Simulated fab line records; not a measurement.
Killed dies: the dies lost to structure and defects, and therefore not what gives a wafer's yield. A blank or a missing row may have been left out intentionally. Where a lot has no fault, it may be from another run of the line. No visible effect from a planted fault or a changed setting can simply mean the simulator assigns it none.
The tool behind it: which one?    flow ritCmos    Sampling: 13 lots, 39 wafers, 2 of 202 route steps

== WHAT THE GAUGES SHOWED, per wafer ==
RIT_GATE_CD_MEAS_16: the cd target is 150 nm. Usual: cdNm 149.6 nm, standard deviation 2.4.
lot   measured     on        cdNm (nm)          flag
L920  day 2 12:12  cdSem-01  147.7 148.7 147.5  
L921  day 2 19:54  cdSem-01  148.5 149.1 150.9  
L922  day 2 22:44  cdSem-01  145.6 147.4 148.7  
L923  day 3 04:55  cdSem-02  149.0 149.4 146.8  
L925  day 3 16:45  cdSem-01  147.4 147.1 151.3  
L926  day 3 20:04  cdSem-02  147.7 147.0 146.1  
L927  day 4 05:02  cdSem-01  146.5 144.7 145.2  
L936  day 5 20:01  cdSem-01  136.6 136.2 137.2  OFF
L938  day 6 06:33  cdSem-01  150.4 147.5 148.7  
L939  day 6 12:13  cdSem-01  149.2 150.4 150.9  
L940  day 6 17:28  cdSem-02  149.6 150.1 152.3  
L941  day 6 22:01  cdSem-02  150.0 152.1 148.2  
L942  day 7 04:55  cdSem-02  150.3 151.3 151.1  

== WHAT TOOL EACH LOT RAN ON (gives the tool, then ch and the chambers of the sampled wafers, and finally the start) ==
lot   RIT_GATE_DEVELOP_15
L920  lithoTrack-04 ch 0, day 2 12:00
L921  lithoTrack-01 ch 0, day 2 19:00
L922  lithoTrack-03 ch 0, day 2 22:00
L923  lithoTrack-04 ch 0, day 3 04:00
L925  lithoTrack-03 ch 0, day 3 16:00
L926  lithoTrack-03 ch 0, day 3 19:00
L927  lithoTrack-04 ch 0, day 4 04:00
L936  lithoTrack-04 ch 0, day 5 19:00
L938  lithoTrack-03 ch 0, day 6 06:00
L939  lithoTrack-01 ch 0, day 6 12:00
L940  lithoTrack-03 ch 0, day 6 17:00
L941  lithoTrack-03 ch 0, day 6 21:00
L942  lithoTrack-03 ch 0, day 7 04:00
- RIT_GATE_DEVELOP_15: develop time 50 s.

== WHAT THE TOOLS THEMSELVES READ (means of the sampled wafers that have a number; where no wafer has one, the mark that the record gives instead) ==
RIT_GATE_DEVELOP_15. Usual: chillPlateTempC 23.00 C, standard deviation 0.091.
lot   tool           chillPlateTempC (C)  flag
L920  lithoTrack-04  22.97                
L921  lithoTrack-01  22.92                
L922  lithoTrack-03  23.00                
L923  lithoTrack-04  23.07                
L925  lithoTrack-03  22.90                
L926  lithoTrack-03  23.00                
L927  lithoTrack-04  22.92                
L936  lithoTrack-04  23.00                
L938  lithoTrack-03  23.01                
L939  lithoTrack-01  23.11                
L940  lithoTrack-03  23.11                
L941  lithoTrack-03  23.07                
L942  lithoTrack-03  22.91                

== THE ANSWER, worked out from the rows above alone ==
Rule: a lot counts as off when the mean over its wafers that have a number is more than 3 standard deviations away from the usual mean. Also off: a lot with no number at a reading for which 4 or more lots have one. The other lots that the step has rows for count as sound. First the gauges in route order, then the tools' own readings, where a lot's mean is used as printed above. At the first step where some lot is off, the reading lying furthest off is the one used; lots without a number count as furthest.
Off: L936, at RIT_GATE_CD_MEAS_16 (cdNm).
If a tool, at a process step before that reading, ran all the lots that are off and no sound lot after the first of them, it fits. Gauges at RIT_GATE_CD_MEAS_16: tried the same way as those tools. One fits: lithoTrack-04 at RIT_GATE_DEVELOP_15. A fault onset in the window from L927 (day 4 04:00, its last sound lot) to L936 (day 5 19:00, its first lot off) fits.

== WHAT THE SIMULATOR PUT IN ==
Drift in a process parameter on lithoTrack-04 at RIT_GATE_DEVELOP_15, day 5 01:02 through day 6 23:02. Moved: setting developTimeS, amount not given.
Struck lots among those shown: L936. Same finding as the rule above.
